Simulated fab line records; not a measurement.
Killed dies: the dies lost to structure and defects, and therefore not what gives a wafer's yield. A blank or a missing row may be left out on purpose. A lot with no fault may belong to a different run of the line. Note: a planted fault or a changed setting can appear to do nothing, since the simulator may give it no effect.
A struck lot beside a sound one    flow berkeley-cmos170    15 out of 331 route steps
Sound: these wafers, L885.2, L885.3, L885.5. Struck: wafers L886.2, L886.3, L886.6. At the end, the cause is stated.
For every step that has rows: the tool of each side, followed by ch and its chambers, followed by its first start. Under that, the readings that differ: sound wafers    struck wafers    difference of the means    sigmas: that difference in standard deviations of wafers without a fault.
alike: a reading whose means differ by less than 2 such deviations, as well as words and numbers matching on both sides. not compared: withheld readings; readings where some wafer has no value; bounds like >300 that might hide an equal value; numbers whose values overlap and for which the record gives no deviation.
A row with sigmas, a row that says differs or no value, or rows on one side alone: a step with any of these is where the two part. When numbers do not overlap yet have no deviation, they are printed without sigmas and do not part them. A reading that every wafer of one side lacks parts them only if that side has two wafers or more.

first, 1 step without rows for these wafers: UCB170_BACKSIDE_CLEAN_04 (cleans in SPM, time 600 s).
UCB170_SDANNEAL_RTA_00: time 10 s.
  sound on rtp-anneal-01 ch 0, day 10 06:47; struck on rtp-anneal-02 ch 0, day 10 07:48
reading             sound           struck          difference  sigmas
lamp-power-pct (%)  21.9 21.9 21.9  25.5 25.5 25.5  +3.6        +2
  alike: wafer_temp_C_max
UCB170_SDANNEAL_RTA_01: time 5 s.
  sound on rtp-anneal-01 ch 0, day 10 06:52; struck on rtp-anneal-02 ch 0, day 10 07:52
reading             sound           struck          difference  sigmas
lamp-power-pct (%)  33.8 33.8 33.8  39.4 39.3 39.2  +5.5        +2
  alike: wafer_temp_C_max
UCB170_SDANNEAL_RS_MEAS_02: a four-point-probe measurement.
  struck on film-metro-03, day 10 07:59; sound on film-metro-01, day 10 06:56
  alike: PSD_RS
UCB170_SDANNEAL_RS_MEAS_03: a four-point-probe measurement.
  struck on film-metro-03, day 10 08:06; sound on film-metro-01, day 10 07:03
  alike: NSD_RS
UCB170_SDANNEAL_RS_MEAS_04: a four-point-probe measurement.
  struck on film-metro-03, day 10 08:13; sound on film-metro-01, day 10 07:10
  alike: PLDD_RS
UCB170_SDANNEAL_RS_MEAS_05: a four-point-probe measurement.
  struck on film-metro-03, day 10 08:20; sound on film-metro-01, day 10 07:17
  alike: NLDD_RS
then, 1 step without rows for these wafers: UCB170_SILICIDE_PRE_CLEAN_00 (preclean etch time 60 s).
UCB170_SILICIDE_SPUTTER_01: material Ti, target thk 30 nm, time 25 s.
  struck on pvd-sputter-02, day 10 08:30; sound on pvd-sputter-01, day 10 07:27
  alike: throttle-valve-pct
UCB170_SILICIDE_RS_MEAS_02: a four-point-probe measurement.
  struck on film-metro-04, day 10 08:33; sound on film-metro-04, day 10 07:30
  alike: SILICIDE_TI_RS
UCB170_SILICIDE_THK_MEAS_03: measures by xrf.
  struck on film-metro-04, day 10 08:40; sound on film-metro-04, day 10 07:37
  alike: SILICIDE_TI_THK
UCB170_SILICIDE_RTA_04: time 15 s.
  sound on rtp-anneal-02 ch 0, day 10 07:40; struck on rtp-anneal-02 ch 0, day 10 08:44
  alike: lamp-power-pct, wafer_temp_C_max
UCB170_SILICIDE_WET_ETCH_05: etches Ti in SPM, time 45 s.
  sound on wet-bench-01 ch 2, day 10 07:55; struck on wet-bench-04 ch 1, day 10 08:47
  no value came back on the struck wafers for bath-guard-temp-C (C), bath-heat-duty-pct (%), time-s (s); on the sound wafers bath-guard-temp-C (C) reads 120.6 120.3 120.5
then, 1 step without rows for these wafers: UCB170_CONTACT_CLEAN_00 (cleans in SPM, time 600 s).
UCB170_M3_PROBE_99:
  only the struck wafers here have rows in the record (prober-02, day 11 10:28); the sound ones have none

WHERE THEY PART
At UCB170_SDANNEAL_RTA_00 first; at UCB170_M3_PROBE_99 last (within this record only).

WHY: what the simulator had put in
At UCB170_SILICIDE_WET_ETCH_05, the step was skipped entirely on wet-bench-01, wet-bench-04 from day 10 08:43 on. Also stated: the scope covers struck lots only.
